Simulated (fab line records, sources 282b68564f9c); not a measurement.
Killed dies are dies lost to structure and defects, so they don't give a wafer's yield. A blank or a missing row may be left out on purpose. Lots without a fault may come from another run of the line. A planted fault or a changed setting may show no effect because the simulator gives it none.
A struck lot beside a sound one | flow rit_cmos | 17 steps out of a route of 202
Sound: wafers L330.1, L330.4, L330.6. Struck: wafers L337.4, L337.5, L337.6. The cause comes at the end.
At each step with rows: each side's tool, then ch and its chambers, then its first start. Under that, the readings that differ: sound wafers | struck wafers | difference of the means | sigmas: that difference in standard deviations of wafers without a fault.
alike: readings whose means differ by less than 2 such deviations, and words and numbers that are the same on both sides. not compared: withheld readings, readings that some wafer has no value for, bounds like >300 that may hide the same value, and numbers for which the record gives no deviation and whose values overlap.
The two part at a step that has a row with sigmas, a row that says differs or no value, or rows on one side only. Numbers that don't overlap but have no deviation are shown without sigmas and don't part them. A reading that every wafer of one side lacks parts them only if that side has two wafers or more.

RIT_PWELL_TW_MEAS_10:
  sound on film_metro-04, day 3 16:01; struck on film_metro-01, day 4 22:25
  alike: PWELL_TW
then, 1 step without rows for these wafers: RIT_WELLDRIVE_ANNEAL_00 (time 14700 s).
RIT_WELLDRIVE_RS_MEAS_01: measures by four-point-probe.
  sound on film_metro-01, day 3 21:46; struck on film_metro-04, day 5 04:28
  alike: NWELL_RS
RIT_WELLDRIVE_RS_MEAS_02: measures by four-point-probe.
  sound on film_metro-01, day 3 21:53; struck on film_metro-04, day 5 04:35
  alike: PWELL_RS
then, 6 steps without rows for these wafers: RIT_NRETRO_HMDS_00 (prime time 60 s); RIT_NRETRO_COAT_01 (resist thk 1300 nm); RIT_NRETRO_SOFTBAKE_02 (time 60 s); RIT_NRETRO_EXPOSE_03 (exposes mask M4, target cd 43900 nm); RIT_NRETRO_PEB_04; RIT_NRETRO_DEVELOP_05 (develop time 68 s).
RIT_NRETRO_OVL_MEAS_06:
  sound on overlay-02, day 3 23:00; struck on overlay-01, day 5 05:40
  alike: NRETRO_OVL
then, 1 step without rows for these wafers: RIT_NRETRO_HARDBAKE_07 (time 120 s).
RIT_NRETRO_IMPLANT_08:
  sound on implanter-01 ch 0, day 3 23:17; struck on implanter-01 ch 0, day 5 06:01
  reading            | sound                            | struck                       | difference | sigmas
  dose_ions_cm2      | 1.0004e+13 1.0019e+13 1.0004e+13 | 8.502e+12 8.495e+12 8.51e+12 | -1.507e+12 | -99 or more
  faraday_current_uA | 31.6 32.1 32.2                   | 26.7 26.7 27.2               | -5.1       | -8
RIT_NRETRO_STRIP_09: strips in O2, time 180 s.
  sound on plasma_asher-02 ch 0,1, day 3 23:26; struck on plasma_asher-04 ch 0,1, day 5 06:09
  alike: drypump_motor_current_A
  not compared: rf_hours_counter_h
RIT_NRETRO_TW_MEAS_10:
  sound on film_metro-01, day 3 23:37; struck on film_metro-02, day 5 06:18
  reading   | sound          | struck      | difference | sigmas
  NRETRO_TW | 1052 1047 1052 | 992 998 990 | -57        | -8
then, 1 step without rows for these wafers: RIT_PRETRO_HMDS_00 (prime time 60 s).
RIT_M1_PROBE_99:
  sound on prober-01, day 5 04:56; struck on prober-02, day 6 13:56
  reading                                 | sound                   | struck                  | difference | sigmas
  model.etest.pmos_narrow.drive_ua_um     | 101.1 102.9 103.2       | 111.5 112.9 112.5       | +9.9       |
  model.etest.pmos_0p3.drive_ua_um        | 99.14 102 101.8         | 109 110.8 109.8         | +9         |
  model.etest.well_edge_right.line_ohm_um | 180.5 180.8 185         | 185.4 185.4 186.7       | +3.7       |
  model.etest.well_edge_left.line_ohm_um  | 183.7 180.8 182.4       | 185 184.5 187.2         | +3         |
  model.etest.pmos_narrow.off_log10_a_um  | -12.75 -12.76 -12.83    | -12.47 -12.44 -12.27    | +0.39      |
  model.etest.pmos_0p3.off_log10_a_um     | -12.88 -12.9 -13        | -12.66 -12.49 -12.48    | +0.38      |
  model.etest.cap_p_gate.c_min_ff_um2     | 2.318 2.323 2.335       | 2.273 2.277 2.254       | -0.057     |
  model.etest.pmos_0p15.vt_sat_v (V)      | -0.2945 -0.2815 -0.2797 | -0.2745 -0.2654 -0.2634 | +0.0175    |
  alike: killed_at_contacts, killed_at_front_end, killed_dies, killed_open, killed_short

WHERE THEY PART
First at RIT_NRETRO_IMPLANT_08; last, within this record, at RIT_NRETRO_TW_MEAS_10. Later steps at which nothing parts them and some readings are alike: RIT_M1_PROBE_99.

WHY: what the simulator had put in
Process parameter drift: implanter-01, from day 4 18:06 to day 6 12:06, at RIT_NRETRO_IMPLANT_08. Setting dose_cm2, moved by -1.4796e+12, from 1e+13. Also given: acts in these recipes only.
